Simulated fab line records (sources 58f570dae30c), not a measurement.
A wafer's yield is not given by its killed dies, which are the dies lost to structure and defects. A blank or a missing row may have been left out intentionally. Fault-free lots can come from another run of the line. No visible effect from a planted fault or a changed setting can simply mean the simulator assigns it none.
Matching of chambers    flow berkeley_cmos170    UCB170_V2_CMP_02 on cmp-01: 4 sister chambers
The step polishes SiO2. 7 wafers are shown with their chamber, then 7 later ones without.

WAFERS WITH THEIR CHAMBER
wafer   chamber  motor_current_A (A)
L501.3  2        17.4
L502.2  2        17.3
L505.1  3        15.2
L505.4  0        18.1
L505.6  3        15.3
L511.3  0        16.9
L511.4  1        16.3

WAFERS WHOSE CHAMBER IS MISSING
wafer   motor_current_A (A)
L511.5  17.8
L516.2  14.9
L516.3  17.6
L516.6  16.0
L517.2  18.0
L517.3  15.1
L517.6  15.3

WHICH CHAMBER EACH ONE RAN IN
wafer   from the rows above      in truth
L511.5  can't be placed: 0 or 2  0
L516.2  3                        3
L516.3  can't be placed: 0 or 2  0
L516.6  can't be placed: 1 or 3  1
L517.2  can't be placed: 0 or 2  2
L517.3  3                        3
L517.6  can't be placed: 3 or 1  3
Correct placement for 2 of the 7. Can't be placed from these rows: 5 (the true chamber is among the candidates in 5). Placed wrongly: 0.
How it was worked out, from the rows above alone: a wafer's distance from a chamber is the root of the sum, over the readings, of the square of ((its reading less the chamber's mean) divided by the reading's scatter). The wafer belongs to the nearest chamber; if the next one is less than 2 further off, it can't be placed. For every chamber, the mean is computed from those of its wafers that are shown. How the scatter is found: for the shown wafers, subtract from each reading the mean of its chamber, square and add these, divide the total by (wafers less chambers), then take the root.
